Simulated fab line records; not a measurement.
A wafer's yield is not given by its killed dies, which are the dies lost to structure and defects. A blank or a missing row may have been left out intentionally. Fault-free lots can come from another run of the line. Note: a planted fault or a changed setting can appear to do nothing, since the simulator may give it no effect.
Which of the tools did it? / flow rit_cmos / 15 lots, 45 wafers sampled, at 4 steps of a route of 202

WHAT EACH GAUGE READ, for each wafer
RIT_M1_CD_MEAS_09 targets a cd of 2600 nm. Usual: cd_nm at 2599.7 nm, with a standard deviation of 2.
lot=L756; measured=day 3 06:04; on=cd_sem-02; cd_nm (nm)=2598.7 2600.0 2601.1; flag=
lot=L757; measured=day 3 11:52; on=cd_sem-02; cd_nm (nm)=2599.2 2600.9 2600.4; flag=
lot=L758; measured=day 3 15:52; on=cd_sem-02; cd_nm (nm)=2600.2 2599.1 2600.3; flag=
lot=L760; measured=day 4 01:25; on=cd_sem-02; cd_nm (nm)=2601.4 2602.9 2601.0; flag=
lot=L761; measured=day 4 07:50; on=cd_sem-01; cd_nm (nm)=2602.2 2600.7 2599.0; flag=
lot=L763; measured=day 4 16:44; on=cd_sem-02; cd_nm (nm)=2600.1 2602.2 2603.5; flag=
lot=L764; measured=day 4 21:41; on=cd_sem-02; cd_nm (nm)=2599.7 2598.9 2599.6; flag=
lot=L765; measured=day 5 03:56; on=cd_sem-02; cd_nm (nm)=2602.1 2600.5 2601.8; flag=
lot=L776; measured=day 7 10:03; on=cd_sem-02; cd_nm (nm)=2600.9 2602.6 2601.2; flag=
lot=L777; measured=day 7 15:37; on=cd_sem-01; cd_nm (nm)=2599.7 2598.8 2598.9; flag=
lot=L778; measured=day 7 22:19; on=cd_sem-02; cd_nm (nm)=2600.5 2599.6 2598.8; flag=
lot=L779; measured=day 8 05:58; on=cd_sem-02; cd_nm (nm)=2599.2 2597.8 2598.5; flag=

RIT_M1_CD_MEAS_90 targets a cd of 2600 nm. Usual: cd_nm at 2599.5 nm, with a standard deviation of 2.8.
lot=L756; measured=day 3 06:59; on=cd_sem-02; cd_nm (nm)=2596.7 2600.0 2603.7; flag=
lot=L757; measured=day 3 12:47; on=cd_sem-01; cd_nm (nm)=2601.0 2603.8 2597.4; flag=
lot=L758; measured=day 3 16:47; on=cd_sem-01; cd_nm (nm)=2596.5 2595.8 2601.6; flag=
lot=L760; measured=day 4 02:22; on=cd_sem-01; cd_nm (nm)=2597.1 2598.4 2604.3; flag=
lot=L761; measured=day 4 08:46; on=cd_sem-01; cd_nm (nm)=2603.7 2598.2 2599.6; flag=
lot=L763; measured=day 4 17:39; on=cd_sem-02; cd_nm (nm)=2601.8 2598.2 2600.5; flag=
lot=L764; measured=day 4 22:37; on=cd_sem-01; cd_nm (nm)=2596.5 2600.6 2596.6; flag=
lot=L765; measured=day 5 04:52; on=cd_sem-02; cd_nm (nm)=2598.7 2600.7 2598.3; flag=
lot=L776; measured=day 7 11:08; on=cd_sem-01; cd_nm (nm)=2597.7 2599.3 2598.6; flag=
lot=L777; measured=day 7 16:44; on=cd_sem-02; cd_nm (nm)=2597.6 2601.5 2597.3; flag=
lot=L778; measured=day 7 23:24; on=cd_sem-01; cd_nm (nm)=2602.5 2600.7 2598.7; flag=
lot=L779; measured=day 8 07:04; on=cd_sem-02; cd_nm (nm)=2600.7 2597.1 2600.0; flag=

WHICH TOOL RAN EACH LOT (tool, then ch and the chambers of the sampled wafers, then the start)
lot=L756; RIT_GATE_ANNEAL_06=furnace-04 ch 0, day 2 09:27; RIT_M1_STRIP_14=plasma_asher-03 ch 0,1, day 3 06:47
lot=L757; RIT_GATE_ANNEAL_06=furnace-03 ch 0, day 2 15:32; RIT_M1_STRIP_14=plasma_asher-02 ch 0,1, day 3 12:37
lot=L758; RIT_GATE_ANNEAL_06=furnace-04 ch 0, day 2 19:28; RIT_M1_STRIP_14=plasma_asher-03 ch 0,1, day 3 16:37
lot=L760; RIT_GATE_ANNEAL_06=furnace-04 ch 0, day 3 05:01; RIT_M1_STRIP_14=plasma_asher-03 ch 0,1, day 4 02:11
lot=L761; RIT_GATE_ANNEAL_06=furnace-03 ch 0, day 3 10:05; RIT_M1_STRIP_14=plasma_asher-01 ch 0,1, day 4 08:36
lot=L763; RIT_GATE_ANNEAL_06=furnace-04 ch 0, day 3 19:37; RIT_M1_STRIP_14=plasma_asher-03 ch 0,1, day 4 17:29
lot=L764; RIT_GATE_ANNEAL_06=furnace-03 ch 0, day 4 01:14; RIT_M1_STRIP_14=plasma_asher-03 ch 1, day 4 22:25
lot=L765; RIT_GATE_ANNEAL_06=furnace-04 ch 0, day 4 06:08; RIT_M1_STRIP_14=plasma_asher-03 ch 0,1, day 5 04:41
lot=L772; RIT_GATE_ANNEAL_06=furnace-04, day 5 18:14; RIT_M1_STRIP_14=-
lot=L773; RIT_GATE_ANNEAL_06=furnace-03, day 6 00:23; RIT_M1_STRIP_14=-
lot=L774; RIT_GATE_ANNEAL_06=furnace-03, day 6 04:35; RIT_M1_STRIP_14=-
lot=L776; RIT_GATE_ANNEAL_06=furnace-02 ch 0, day 6 13:39; RIT_M1_STRIP_14=plasma_asher-02 ch 0,1, day 7 10:58
lot=L777; RIT_GATE_ANNEAL_06=furnace-03 ch 0, day 6 19:23; RIT_M1_STRIP_14=plasma_asher-02 ch 0,1, day 7 16:34
lot=L778; RIT_GATE_ANNEAL_06=furnace-04 ch 0, day 7 00:03; RIT_M1_STRIP_14=plasma_asher-02 ch 1, day 7 23:14
lot=L779; RIT_GATE_ANNEAL_06=furnace-04 ch 0, day 7 09:16; RIT_M1_STRIP_14=plasma_asher-01 ch 0,1, day 8 06:55
- RIT_GATE_ANNEAL_06: time 600 s.
- RIT_M1_STRIP_14: strips in O2, time 180 s.

WHAT THE TOOLS THEMSELVES READ (means of the sampled wafers that have a number; where no wafer has one, the mark that the record gives instead)
RIT_GATE_ANNEAL_06. Usual: run_length_s 878 s, standard deviation 5.8; spike_tc_centre_C 901.7 C, standard deviation 1.3; tube_center_temp_C_max 902.3, standard deviation 0.41.
lot=L756; tool=furnace-04; run_length_s (s)=889; spike_tc_centre_C (C)=901.1; tube_center_temp_C_max=902.3; flag=
lot=L757; tool=furnace-03; run_length_s (s)=874; spike_tc_centre_C (C)=901.1; tube_center_temp_C_max=902.0; flag=
lot=L758; tool=furnace-04; run_length_s (s)=882; spike_tc_centre_C (C)=901.5; tube_center_temp_C_max=902.3; flag=
lot=L760; tool=furnace-04; run_length_s (s)=881; spike_tc_centre_C (C)=902.0; tube_center_temp_C_max=902.4; flag=
lot=L761; tool=furnace-03; run_length_s (s)=872; spike_tc_centre_C (C)=901.5; tube_center_temp_C_max=902.3; flag=
lot=L763; tool=furnace-04; run_length_s (s)=880; spike_tc_centre_C (C)=902.0; tube_center_temp_C_max=902.3; flag=
lot=L764; tool=furnace-03; run_length_s (s)=873; spike_tc_centre_C (C)=902.8; tube_center_temp_C_max=902.4; flag=
lot=L765; tool=furnace-04; run_length_s (s)=881; spike_tc_centre_C (C)=900.8; tube_center_temp_C_max=902.2; flag=
lot=L772; tool=furnace-04; run_length_s (s)=-; spike_tc_centre_C (C)=-; tube_center_temp_C_max=-; flag=OFF
lot=L773; tool=furnace-03; run_length_s (s)=-; spike_tc_centre_C (C)=-; tube_center_temp_C_max=-; flag=OFF
lot=L774; tool=furnace-03; run_length_s (s)=-; spike_tc_centre_C (C)=-; tube_center_temp_C_max=-; flag=OFF
lot=L776; tool=furnace-02; run_length_s (s)=884; spike_tc_centre_C (C)=903.4; tube_center_temp_C_max=902.7; flag=
lot=L777; tool=furnace-03; run_length_s (s)=869; spike_tc_centre_C (C)=901.1; tube_center_temp_C_max=902.4; flag=
lot=L778; tool=furnace-04; run_length_s (s)=888; spike_tc_centre_C (C)=900.7; tube_center_temp_C_max=902.2; flag=
lot=L779; tool=furnace-04; run_length_s (s)=884; spike_tc_centre_C (C)=901.2; tube_center_temp_C_max=902.2; flag=

RIT_M1_STRIP_14. Usual: chamber_pressure_mTorr 4000 mTorr, standard deviation 3.2; drypump_motor_current_A 5.5 A, standard deviation 0.52.
lot=L756; tool=plasma_asher-03; chamber_pressure_mTorr (mTorr)=3999; drypump_motor_current_A (A)=6.0; flag=
lot=L757; tool=plasma_asher-02; chamber_pressure_mTorr (mTorr)=3998; drypump_motor_current_A (A)=5.0; flag=
lot=L758; tool=plasma_asher-03; chamber_pressure_mTorr (mTorr)=3998; drypump_motor_current_A (A)=5.9; flag=
lot=L760; tool=plasma_asher-03; chamber_pressure_mTorr (mTorr)=4000; drypump_motor_current_A (A)=6.0; flag=
lot=L761; tool=plasma_asher-01; chamber_pressure_mTorr (mTorr)=4004; drypump_motor_current_A (A)=6.0; flag=
lot=L763; tool=plasma_asher-03; chamber_pressure_mTorr (mTorr)=3999; drypump_motor_current_A (A)=5.9; flag=
lot=L764; tool=plasma_asher-03; chamber_pressure_mTorr (mTorr)=3998; drypump_motor_current_A (A)=6.1; flag=
lot=L765; tool=plasma_asher-03; chamber_pressure_mTorr (mTorr)=4003; drypump_motor_current_A (A)=6.0; flag=
lot=L776; tool=plasma_asher-02; chamber_pressure_mTorr (mTorr)=4002; drypump_motor_current_A (A)=5.0; flag=
lot=L777; tool=plasma_asher-02; chamber_pressure_mTorr (mTorr)=3999; drypump_motor_current_A (A)=5.1; flag=
lot=L778; tool=plasma_asher-02; chamber_pressure_mTorr (mTorr)=3998; drypump_motor_current_A (A)=4.9; flag=
lot=L779; tool=plasma_asher-01; chamber_pressure_mTorr (mTorr)=4002; drypump_motor_current_A (A)=5.6; flag=

THE ANSWER, worked out from the rows above alone
Rule: take the mean of a lot's wafers that have a number; if it is more than 3 standard deviations from the usual mean, the lot is off. A lot without any number at a reading at which 4 lots or more have one is off too. The other lots that the step has rows for count as sound. After the gauges, taken in route order, come the tools' own readings; for these a lot's mean is taken, as printed above. The first step at which some lot is off is used, and at that step the reading that is off furthest; a lot without a number counts as furthest.
Off, at RIT_GATE_ANNEAL_06 on run_length_s: L772, L773, L774. Without a number there: L772, L773, L774.
If a tool, at that step or one of the process steps before it, ran each lot that is off and ran no sound lot following the first of them, it fits. Of those tried, none fits.

WHAT HAD BEEN PUT IN BY THE SIMULATOR
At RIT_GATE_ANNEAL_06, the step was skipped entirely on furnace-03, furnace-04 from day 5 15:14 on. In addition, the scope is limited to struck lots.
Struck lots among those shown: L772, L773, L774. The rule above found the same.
